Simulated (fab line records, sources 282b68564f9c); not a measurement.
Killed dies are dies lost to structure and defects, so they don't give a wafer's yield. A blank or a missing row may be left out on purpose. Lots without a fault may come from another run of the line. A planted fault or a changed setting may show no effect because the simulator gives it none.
Which tool did it? | flow rit_cmos | 7 lots, 21 wafers sampled, at 1 step of a route of 202

WHAT THE GAUGES READ, wafer by wafer
RIT_GATE_CD_MEAS_16: target cd 150 nm.
lot  | measured    | on        | cd_nm (nm)
L315 | day 2 18:03 | cd_sem-02 | 144.2 146.9 145.5
L319 | day 3 13:14 | cd_sem-01 | 148.8 149.9 146.4
L321 | day 3 23:49 | cd_sem-01 | 152.4 153.3 153.2
L324 | day 4 14:41 | cd_sem-01 | 150.7 147.2 150.0
L331 | day 6 01:05 | cd_sem-02 | 149.5 148.4 146.8
L333 | day 6 11:23 | cd_sem-02 | 149.0 148.2 149.3
L336 | day 7 02:38 | cd_sem-01 | 150.6 150.3 147.9

WHICH TOOL RAN EACH LOT (tool, then ch and the chambers of the sampled wafers, then the start)
The record holds no process step before these readings.

THE ANSWER, worked out from the rows above alone
Rule: what is usual is taken from the lots themselves. Put in order of their means at a reading, lots are off if they are a third of the lots or fewer, leave a main group of 4 or more, and stand apart from it by a gap of 3 or more times the standard deviation of the main group's means; of several such gaps the widest counts. A main group whose means are all the same, to the digits that the tables above print for the reading, isn't used. A lot without any number at a reading at which 4 lots or more have one is off too. The other lots that the step has rows for count as sound.
No lot is off at any reading shown: from this, nothing can be told.

WHAT THE SIMULATOR HAD PUT IN
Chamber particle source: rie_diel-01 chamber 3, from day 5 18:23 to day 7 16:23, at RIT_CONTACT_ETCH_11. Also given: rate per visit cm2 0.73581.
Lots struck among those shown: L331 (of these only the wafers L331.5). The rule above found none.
